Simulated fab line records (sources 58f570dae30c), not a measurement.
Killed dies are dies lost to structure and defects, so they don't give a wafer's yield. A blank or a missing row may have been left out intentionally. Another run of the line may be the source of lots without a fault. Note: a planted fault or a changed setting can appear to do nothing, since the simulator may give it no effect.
Which tool is to blame? || flow berkeleyCmos170 || Sampling: 14 lots, 42 wafers, 6 of 331 route steps

WHAT THE GAUGES SHOWED, per wafer
UCB170_ACTIVE_CD_MEAS_13: target cd 1200 nm.
{"lot": "L691", "measured": "day 4 01:07", "on": "cdSem-01", "cdNm (nm)": "1199.1 1199.6 1199.1"}
{"lot": "L694", "measured": "day 4 14:47", "on": "cdSem-01", "cdNm (nm)": "1202.8 1202.4 1201.9"}
{"lot": "L693", "measured": "day 4 14:53", "on": "cdSem-01", "cdNm (nm)": "1198.7 1200.4 1198.8"}
{"lot": "L692", "measured": "day 4 14:54", "on": "cdSem-02", "cdNm (nm)": "1198.4 1198.4 1199.4"}
{"lot": "L695", "measured": "day 5 00:34", "on": "cdSem-02", "cdNm (nm)": "1201.5 1201.5 1201.2"}
{"lot": "L696", "measured": "day 5 13:22", "on": "cdSem-01", "cdNm (nm)": "1201.8 1202.0 1201.5"}
{"lot": "L700", "measured": "day 6 08:25", "on": "cdSem-02", "cdNm (nm)": "1198.8 1200.0 1200.3"}
{"lot": "L701", "measured": "day 6 08:46", "on": "cdSem-02", "cdNm (nm)": "1198.8 1200.6 1200.9"}
{"lot": "L702", "measured": "day 6 17:29", "on": "cdSem-01", "cdNm (nm)": "1200.2 1198.5 1200.3"}
{"lot": "L707", "measured": "day 8 00:37", "on": "cdSem-02", "cdNm (nm)": "1197.7 1198.5 1198.2"}
{"lot": "L708", "measured": "day 8 00:55", "on": "cdSem-01", "cdNm (nm)": "1202.4 1201.8 1200.3"}
{"lot": "L710", "measured": "day 8 17:07", "on": "cdSem-01", "cdNm (nm)": "1198.2 1199.1 1198.9"}
{"lot": "L712", "measured": "day 9 00:17", "on": "cdSem-02", "cdNm (nm)": "1201.2 1201.7 1200.3"}
{"lot": "L713", "measured": "day 9 00:25", "on": "cdSem-01", "cdNm (nm)": "1200.9 1199.8 1201.7"}

UCB170_NSD_TW_MEAS_10.
{"lot": "L691", "measured": "day 6 10:01", "on": "filmMetro-01", "NSD_TW": "4161 4142 4151"}
{"lot": "L694", "measured": "day 7 02:21", "on": "filmMetro-02", "NSD_TW": "4355 4338 4322"}
{"lot": "L693", "measured": "day 7 02:28", "on": "filmMetro-03", "NSD_TW": "4210 4193 4196"}
{"lot": "L692", "measured": "day 7 02:42", "on": "filmMetro-01", "NSD_TW": "4154 4151 4139"}
{"lot": "L695", "measured": "day 7 16:04", "on": "filmMetro-02", "NSD_TW": "4307 4327 4311"}
{"lot": "L696", "measured": "day 8 01:50", "on": "filmMetro-03", "NSD_TW": "4209 4243 4220"}
{"lot": "L700", "measured": "day 8 18:01", "on": "filmMetro-02", "NSD_TW": "4294 4305 4336"}
{"lot": "L701", "measured": "day 8 18:13", "on": "filmMetro-03", "NSD_TW": "4057 4052 4038"}
{"lot": "L702", "measured": "day 9 14:32", "on": "filmMetro-01", "NSD_TW": "4004 3990 4007"}
{"lot": "L707", "measured": "day 10 13:15", "on": "filmMetro-02", "NSD_TW": "4331 4316 4323"}
{"lot": "L708", "measured": "day 10 13:01", "on": "filmMetro-01", "NSD_TW": "4156 4164 4163"}
{"lot": "L710", "measured": "day 11 04:38", "on": "filmMetro-02", "NSD_TW": "4357 4350 4363"}
{"lot": "L712", "measured": "day 11 09:52", "on": "filmMetro-02", "NSD_TW": "4358 4343 4341"}
{"lot": "L713", "measured": "day 11 09:09", "on": "filmMetro-01", "NSD_TW": "4199 4173 4224"}

UCB170_SDANNEAL_RS_MEAS_03: uses a four-point probe to measure.
{"lot": "L691", "measured": "day 6 11:16", "on": "filmMetro-01", "NSD_RS (ohm/sq)": "37.37 37.38 37.35"}
{"lot": "L694", "measured": "day 7 03:35", "on": "filmMetro-02", "NSD_RS (ohm/sq)": "37.33 37.16 37.32"}
{"lot": "L693", "measured": "day 7 03:50", "on": "filmMetro-03", "NSD_RS (ohm/sq)": "37.13 37.21 37.18"}
{"lot": "L692", "measured": "day 7 03:58", "on": "filmMetro-01", "NSD_RS (ohm/sq)": "37.20 37.17 37.33"}
{"lot": "L695", "measured": "day 7 17:17", "on": "filmMetro-01", "NSD_RS (ohm/sq)": "37.30 37.40 37.30"}
{"lot": "L696", "measured": "day 8 03:29", "on": "filmMetro-01", "NSD_RS (ohm/sq)": "37.09 37.21 37.22"}
{"lot": "L700", "measured": "day 8 22:31", "on": "filmMetro-02", "NSD_RS (ohm/sq)": "37.36 37.12 37.09"}
{"lot": "L701", "measured": "day 8 22:24", "on": "filmMetro-03", "NSD_RS (ohm/sq)": "45.34 45.54 45.45 45.25 45.43 45.40"}
{"lot": "L702", "measured": "day 9 15:58", "on": "filmMetro-03", "NSD_RS (ohm/sq)": "45.41 45.20 45.44 45.47 45.33 45.38"}
{"lot": "L707", "measured": "day 10 15:58", "on": "filmMetro-01", "NSD_RS (ohm/sq)": "37.28 37.40 37.33"}
{"lot": "L708", "measured": "day 10 15:39", "on": "filmMetro-02", "NSD_RS (ohm/sq)": "37.25 37.26 37.20"}
{"lot": "L710", "measured": "day 11 05:56", "on": "filmMetro-02", "NSD_RS (ohm/sq)": "37.42 37.39 37.34"}
{"lot": "L712", "measured": "day 11 11:08", "on": "filmMetro-01", "NSD_RS (ohm/sq)": "37.41 37.26 37.40"}
{"lot": "L713", "measured": "day 11 10:27", "on": "filmMetro-01", "NSD_RS (ohm/sq)": "37.25 37.14 37.29"}

TOOL THAT RAN EACH LOT (tool first, then ch and the chambers of the sampled wafers, then the start)
{"lot": "L691", "UCB170_GATE_STRIP_16": "plasmaAsher-03 ch 0,1, day 5 17:25", "UCB170_NSD_IMPLANT_08": "implanter-02 ch 0, day 6 09:48", "UCB170_NSD_STRIP_09": "plasmaAsher-03 ch 0,1, day 6 09:55"}
{"lot": "L694", "UCB170_GATE_STRIP_16": "plasmaAsher-03 ch 0,1, day 6 12:08", "UCB170_NSD_IMPLANT_08": "implanter-02 ch 0, day 7 02:07", "UCB170_NSD_STRIP_09": "plasmaAsher-04 ch 0,1, day 7 02:14"}
{"lot": "L693", "UCB170_GATE_STRIP_16": "plasmaAsher-04 ch 0,1, day 6 12:22", "UCB170_NSD_IMPLANT_08": "implanter-03 ch 0, day 7 02:13", "UCB170_NSD_STRIP_09": "plasmaAsher-03 ch 0,1, day 7 02:22"}
{"lot": "L692", "UCB170_GATE_STRIP_16": "plasmaAsher-02 ch 0,1, day 6 12:13", "UCB170_NSD_IMPLANT_08": "implanter-04 ch 0, day 7 02:27", "UCB170_NSD_STRIP_09": "plasmaAsher-02 ch 0,1, day 7 02:36"}
{"lot": "L695", "UCB170_GATE_STRIP_16": "plasmaAsher-04 ch 0,1, day 7 04:14", "UCB170_NSD_IMPLANT_08": "implanter-04 ch 0, day 7 15:49", "UCB170_NSD_STRIP_09": "plasmaAsher-03 ch 0,1, day 7 15:58"}
{"lot": "L696", "UCB170_GATE_STRIP_16": "plasmaAsher-02 ch 1, day 7 12:01", "UCB170_NSD_IMPLANT_08": "implanter-02 ch 0, day 8 01:35", "UCB170_NSD_STRIP_09": "plasmaAsher-04 ch 0,1, day 8 01:44"}
{"lot": "L700", "UCB170_GATE_STRIP_16": "plasmaAsher-04 ch 0,1, day 8 08:28", "UCB170_NSD_IMPLANT_08": "implanter-02 ch 0, day 8 17:46", "UCB170_NSD_STRIP_09": "plasmaAsher-03 ch 0,1, day 8 17:55"}
{"lot": "L701", "UCB170_GATE_STRIP_16": "plasmaAsher-03 ch 0,1, day 8 08:33", "UCB170_NSD_IMPLANT_08": "implanter-04 ch 0, day 8 17:58", "UCB170_NSD_STRIP_09": "plasmaAsher-04 ch 0,1, day 8 18:07"}
{"lot": "L702", "UCB170_GATE_STRIP_16": "plasmaAsher-04 ch 0,1, day 8 22:44", "UCB170_NSD_IMPLANT_08": "implanter-04 ch 0, day 9 14:17", "UCB170_NSD_STRIP_09": "plasmaAsher-03 ch 0,1, day 9 14:26"}
{"lot": "L707", "UCB170_GATE_STRIP_16": "plasmaAsher-03 ch 0,1, day 10 00:44", "UCB170_NSD_IMPLANT_08": "implanter-03 ch 0, day 10 13:01", "UCB170_NSD_STRIP_09": "plasmaAsher-03 ch 0,1, day 10 13:08"}
{"lot": "L708", "UCB170_GATE_STRIP_16": "plasmaAsher-03 ch 0,1, day 10 01:02", "UCB170_NSD_IMPLANT_08": "implanter-02 ch 0, day 10 12:48", "UCB170_NSD_STRIP_09": "plasmaAsher-02 ch 0,1, day 10 12:56"}
{"lot": "L710", "UCB170_GATE_STRIP_16": "plasmaAsher-02 ch 0,1, day 10 14:02", "UCB170_NSD_IMPLANT_08": "implanter-03 ch 0, day 11 04:23", "UCB170_NSD_STRIP_09": "plasmaAsher-03 ch 0,1, day 11 04:32"}
{"lot": "L712", "UCB170_GATE_STRIP_16": "plasmaAsher-03 ch 0,1, day 10 21:59", "UCB170_NSD_IMPLANT_08": "implanter-03 ch 0, day 11 09:38", "UCB170_NSD_STRIP_09": "plasmaAsher-04 ch 0,1, day 11 09:47"}
{"lot": "L713", "UCB170_GATE_STRIP_16": "plasmaAsher-03 ch 0,1, day 10 21:19", "UCB170_NSD_IMPLANT_08": "implanter-02 ch 0, day 11 08:54", "UCB170_NSD_STRIP_09": "plasmaAsher-03 ch 0,1, day 11 09:03"}
- UCB170_GATE_STRIP_16: strips in O2.
- UCB170_NSD_IMPLANT_08
- UCB170_NSD_STRIP_09: strips in O2.

AS READ BY THE TOOLS THEMSELVES (means over the sampled wafers that have a number; for cases with no such wafer, the mark the record gives instead)
UCB170_GATE_STRIP_16.
{"lot": "L691", "tool": "plasmaAsher-03", "drypumpMotorCurrentA (A)": 5.8, "o2FlowSccm (sccm)": 400.3, "oesProductAu (a.u.)": 0.723}
{"lot": "L694", "tool": "plasmaAsher-03", "drypumpMotorCurrentA (A)": 5.8, "o2FlowSccm (sccm)": 399.8, "oesProductAu (a.u.)": 0.723}
{"lot": "L693", "tool": "plasmaAsher-04", "drypumpMotorCurrentA (A)": 5.9, "o2FlowSccm (sccm)": 399.8, "oesProductAu (a.u.)": 0.732}
{"lot": "L692", "tool": "plasmaAsher-02", "drypumpMotorCurrentA (A)": 6.1, "o2FlowSccm (sccm)": 401.2, "oesProductAu (a.u.)": 0.720}
{"lot": "L695", "tool": "plasmaAsher-04", "drypumpMotorCurrentA (A)": 6.0, "o2FlowSccm (sccm)": 400.1, "oesProductAu (a.u.)": 0.725}
{"lot": "L696", "tool": "plasmaAsher-02", "drypumpMotorCurrentA (A)": 6.5, "o2FlowSccm (sccm)": 399.7, "oesProductAu (a.u.)": 0.726}
{"lot": "L700", "tool": "plasmaAsher-04", "drypumpMotorCurrentA (A)": 5.9, "o2FlowSccm (sccm)": 400.7, "oesProductAu (a.u.)": 0.720}
{"lot": "L701", "tool": "plasmaAsher-03", "drypumpMotorCurrentA (A)": 5.7, "o2FlowSccm (sccm)": 400.4, "oesProductAu (a.u.)": 0.724}
{"lot": "L702", "tool": "plasmaAsher-04", "drypumpMotorCurrentA (A)": 5.6, "o2FlowSccm (sccm)": 399.8, "oesProductAu (a.u.)": 0.722}
{"lot": "L707", "tool": "plasmaAsher-03", "drypumpMotorCurrentA (A)": 5.8, "o2FlowSccm (sccm)": 400.3, "oesProductAu (a.u.)": 0.728}
{"lot": "L708", "tool": "plasmaAsher-03", "drypumpMotorCurrentA (A)": 5.7, "o2FlowSccm (sccm)": 400.2, "oesProductAu (a.u.)": 0.727}
{"lot": "L710", "tool": "plasmaAsher-02", "drypumpMotorCurrentA (A)": 6.0, "o2FlowSccm (sccm)": 399.4, "oesProductAu (a.u.)": 0.725}
{"lot": "L712", "tool": "plasmaAsher-03", "drypumpMotorCurrentA (A)": 5.6, "o2FlowSccm (sccm)": 400.3, "oesProductAu (a.u.)": 0.725}
{"lot": "L713", "tool": "plasmaAsher-03", "drypumpMotorCurrentA (A)": 5.7, "o2FlowSccm (sccm)": 399.3, "oesProductAu (a.u.)": 0.724}

UCB170_NSD_IMPLANT_08.
{"lot": "L691", "tool": "implanter-02", "doseIonsCm2": 3e+15, "endStationPressureTorr (Torr)": 1.29e-05, "faradayCurrentUA": 9329}
{"lot": "L694", "tool": "implanter-02", "doseIonsCm2": 3e+15, "endStationPressureTorr (Torr)": 1.24e-05, "faradayCurrentUA": 9333}
{"lot": "L693", "tool": "implanter-03", "doseIonsCm2": 3e+15, "endStationPressureTorr (Torr)": 1.22e-05, "faradayCurrentUA": 9158}
{"lot": "L692", "tool": "implanter-04", "doseIonsCm2": 3e+15, "endStationPressureTorr (Torr)": 1.30e-05, "faradayCurrentUA": 9099}
{"lot": "L695", "tool": "implanter-04", "doseIonsCm2": 3e+15, "endStationPressureTorr (Torr)": 1.28e-05, "faradayCurrentUA": 9466}
{"lot": "L696", "tool": "implanter-02", "doseIonsCm2": 3e+15, "endStationPressureTorr (Torr)": 1.26e-05, "faradayCurrentUA": 9324}
{"lot": "L700", "tool": "implanter-02", "doseIonsCm2": 3e+15, "endStationPressureTorr (Torr)": 1.29e-05, "faradayCurrentUA": 9171}
{"lot": "L701", "tool": "implanter-04", "doseIonsCm2": 2e+15, "endStationPressureTorr (Torr)": 1.08e-05, "faradayCurrentUA": 6484}
{"lot": "L702", "tool": "implanter-04", "doseIonsCm2": 2e+15, "endStationPressureTorr (Torr)": 1.02e-05, "faradayCurrentUA": 6533}
{"lot": "L707", "tool": "implanter-03", "doseIonsCm2": 3e+15, "endStationPressureTorr (Torr)": 1.25e-05, "faradayCurrentUA": 9177}
{"lot": "L708", "tool": "implanter-02", "doseIonsCm2": 3e+15, "endStationPressureTorr (Torr)": 1.21e-05, "faradayCurrentUA": 9206}
{"lot": "L710", "tool": "implanter-03", "doseIonsCm2": 3e+15, "endStationPressureTorr (Torr)": 1.25e-05, "faradayCurrentUA": 9197}
{"lot": "L712", "tool": "implanter-03", "doseIonsCm2": 3e+15, "endStationPressureTorr (Torr)": 1.26e-05, "faradayCurrentUA": 9328}
{"lot": "L713", "tool": "implanter-02", "doseIonsCm2": 3e+15, "endStationPressureTorr (Torr)": 1.21e-05, "faradayCurrentUA": 9286}

UCB170_NSD_STRIP_09.
{"lot": "L691", "tool": "plasmaAsher-03", "drypumpMotorCurrentA (A)": 5.8, "o2FlowSccm (sccm)": 400.1, "oesProductAu (a.u.)": 0.535, "stripTimeToEndpointS (s)": 35.79}
{"lot": "L694", "tool": "plasmaAsher-04", "drypumpMotorCurrentA (A)": 5.6, "o2FlowSccm (sccm)": 399.7, "oesProductAu (a.u.)": 0.534, "stripTimeToEndpointS (s)": 35.70}
{"lot": "L693", "tool": "plasmaAsher-03", "drypumpMotorCurrentA (A)": 5.7, "o2FlowSccm (sccm)": 400.3, "oesProductAu (a.u.)": 0.531, "stripTimeToEndpointS (s)": 35.97}
{"lot": "L692", "tool": "plasmaAsher-02", "drypumpMotorCurrentA (A)": 6.1, "o2FlowSccm (sccm)": 399.6, "oesProductAu (a.u.)": 0.537, "stripTimeToEndpointS (s)": 35.84}
{"lot": "L695", "tool": "plasmaAsher-03", "drypumpMotorCurrentA (A)": 5.8, "o2FlowSccm (sccm)": 398.9, "oesProductAu (a.u.)": 0.539, "stripTimeToEndpointS (s)": 35.92}
{"lot": "L696", "tool": "plasmaAsher-04", "drypumpMotorCurrentA (A)": 5.6, "o2FlowSccm (sccm)": 401.1, "oesProductAu (a.u.)": 0.534, "stripTimeToEndpointS (s)": 36.10}
{"lot": "L700", "tool": "plasmaAsher-03", "drypumpMotorCurrentA (A)": 5.7, "o2FlowSccm (sccm)": 399.1, "oesProductAu (a.u.)": 0.531, "stripTimeToEndpointS (s)": 35.87}
{"lot": "L701", "tool": "plasmaAsher-04", "drypumpMotorCurrentA (A)": 5.6, "o2FlowSccm (sccm)": 399.5, "oesProductAu (a.u.)": 0.566, "stripTimeToEndpointS (s)": 32.52}
{"lot": "L702", "tool": "plasmaAsher-03", "drypumpMotorCurrentA (A)": 5.8, "o2FlowSccm (sccm)": 400.1, "oesProductAu (a.u.)": 0.567, "stripTimeToEndpointS (s)": 32.52}
{"lot": "L707", "tool": "plasmaAsher-03", "drypumpMotorCurrentA (A)": 5.7, "o2FlowSccm (sccm)": 399.6, "oesProductAu (a.u.)": 0.536, "stripTimeToEndpointS (s)": 35.77}
{"lot": "L708", "tool": "plasmaAsher-02", "drypumpMotorCurrentA (A)": 6.0, "o2FlowSccm (sccm)": 400.8, "oesProductAu (a.u.)": 0.533, "stripTimeToEndpointS (s)": 35.76}
{"lot": "L710", "tool": "plasmaAsher-03", "drypumpMotorCurrentA (A)": 5.8, "o2FlowSccm (sccm)": 400.5, "oesProductAu (a.u.)": 0.532, "stripTimeToEndpointS (s)": 35.71}
{"lot": "L712", "tool": "plasmaAsher-04", "drypumpMotorCurrentA (A)": 5.6, "o2FlowSccm (sccm)": 401.0, "oesProductAu (a.u.)": 0.536, "stripTimeToEndpointS (s)": 35.73}
{"lot": "L713", "tool": "plasmaAsher-03", "drypumpMotorCurrentA (A)": 5.8, "o2FlowSccm (sccm)": 399.9, "oesProductAu (a.u.)": 0.537, "stripTimeToEndpointS (s)": 35.83}

THE ANSWER, worked out from the rows above alone
Rule: usual is defined by the lots themselves. The widest of any qualifying gaps counts: lots, ordered by their means at a reading, are off when they make up no more than a third of the lots, leave a main group of 4 or more, and stand apart from it by 3 or more times the standard deviation of that group's means. A main group is skipped when, at the precision printed for the reading in the tables above, its means are all equal. A lot without any number at a reading at which 4 lots or more have one is off too. Where the step has rows for the other lots, those lots are counted as sound. After the gauges, taken in route order, come the tools' own readings; for these a lot's mean is taken, as printed above. At the first step where some lot is off, the reading lying furthest off is the one used; lots without a number count as furthest.
Off: L701, L702, at UCB170_SDANNEAL_RS_MEAS_03 (NSD_RS). Main group: mean 37.27 ohm/sq, sd 0.075.
A tool fits if, at a process step before that reading, it ran every lot that is off, and no sound lot after the first of them. Not tried: the gauges at UCB170_SDANNEAL_RS_MEAS_03; whatever is off there is also off at UCB170_NSD_IMPLANT_08, on other tools, and gauge error can't account for it. One fits: implanter-04 at UCB170_NSD_IMPLANT_08. Its last sound lot is L695 (day 7 15:49), its first lot that is off L701 (day 8 17:58): a fault that began between those two fits.
The tool's own readings at UCB170_NSD_IMPLANT_08 bear it out: on the lots that are off they differ by more than 5 times the standard deviation of the sound lots' means. doseIonsCm2 reads 2e+15 there against 3e+15 on the sound lots; endStationPressureTorr reads 1.05e-05 Torr there against 1.26e-05 Torr on the sound lots; faradayCurrentUA reads 6508 there against 9256 on the sound lots.

WHAT THE SIMULATOR HAD INSERTED
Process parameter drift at UCB170_NSD_IMPLANT_08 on implanter-04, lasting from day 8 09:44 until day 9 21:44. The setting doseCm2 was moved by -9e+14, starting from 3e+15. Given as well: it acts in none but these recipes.
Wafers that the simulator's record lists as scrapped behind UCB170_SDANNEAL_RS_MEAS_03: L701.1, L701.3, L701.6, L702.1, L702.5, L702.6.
Lots struck among those shown: L701, L702. Same finding as the rule above.
